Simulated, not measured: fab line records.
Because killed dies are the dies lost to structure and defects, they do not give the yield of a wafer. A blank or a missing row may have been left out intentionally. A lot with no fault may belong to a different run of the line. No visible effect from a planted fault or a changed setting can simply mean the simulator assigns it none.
Struck lot and sound lot, side by side | flow berkeley-cmos170 | 14 steps out of a route of 331
Sound: the wafers L119.1, L119.2, L119.3. Wafers struck: L124.3, L124.5, L124.6. At the end, the cause is stated.
Each step with rows lists, per side, the tool, then ch with its chambers, then its first start. Under that, the readings that differ: sound wafers | struck wafers | difference of the means | sigmas: that difference in standard deviations of wafers without a fault.
alike: same words and numbers on both sides, and readings whose means sit less than 2 such deviations apart. not compared: any withheld reading, any reading some wafer has no value for, any bound like >300 that may hide the same value, and any number with overlapping values for which the record gives no deviation.
The two part at a step that has a row with sigmas, a row that says differs or no value, or rows on one side only. Numbers that don't overlap but have no deviation are shown without sigmas and don't part them. Lack of a reading on every wafer of one side parts them only where that side has two or more wafers.

UCB170_M2_RS_MEAS_02: a four-point-probe measurement.
  sound on film-metro-02, day 11 04:41; struck on film-metro-03, day 12 08:46
  alike: M2_AL_RS
UCB170_M2_THK_MEAS_03: measures by xrf.
  sound on film-metro-02, day 11 04:49; struck on film-metro-03, day 12 08:52
  alike: M2_AL_THK
then, 3 steps without rows for these wafers: UCB170_M2_HMDS_04 (prime time 60 s); UCB170_M2_COAT_05 (resist thk 900 nm); UCB170_M2_SOFTBAKE_06 (time 60 s).
UCB170_M2_STRIP_07: strips in O2.
  sound on plasma-asher-02 ch 0,1, day 11 05:27; struck on plasma-asher-04 ch 0,1, day 12 09:52
  alike: drypump-motor-current-A, oes-product-au, strip-time-to-endpoint-s
  not compared: rf-hours-counter-h
then, 6 steps without rows for these wafers: UCB170_M2_STRIP_08 (strips KrF in DMSO, time 600 s); UCB170_M2_COAT_09; UCB170_M2_COAT_10 (resist thk 900 nm); UCB170_M2_SOFTBAKE_11 (time 60 s); UCB170_M2_EXPOSE_12 (exposes mask METAL2, target cd 700 nm); UCB170_M2_PEB_13.
UCB170_M2_DEVELOP_14: develop time 45 s.
  struck on litho-track-02, day 12 11:00; sound on litho-track-01 ch 0, day 11 06:00
  no value came back on the struck wafers for chill-plate-temp-C (C), develop-time-s (s), resist-line-temp-C (C); on the sound wafers chill-plate-temp-C (C) reads 23.03 22.84 23.06
  reading                             | sound           | struck            | difference | sigmas
  model.KrF_of_M2_COAT_10.thk-nm (nm) | 886.3 883.6 886 | 899.7 904.8 902.4 | +17.0      |
UCB170_M2_CD_MEAS_15 targets a cd of 700 nm.
  sound on cd-sem-02, day 11 07:04; struck on cd-sem-01, day 12 12:03
  reading    | sound             | struck | difference                    | sigmas
  cd-nm (nm) | 700.1 699.9 700.5 | - - -  | no value on the struck wafers |

== WHERE THEY PART ==
First at UCB170_M2_DEVELOP_14; last, within this record, at UCB170_M2_CD_MEAS_15.

WHY: whatever the simulator had introduced
Entire step skipped (litho-track-02, UCB170_M2_DEVELOP_14), from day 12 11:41 onward. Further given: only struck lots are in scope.
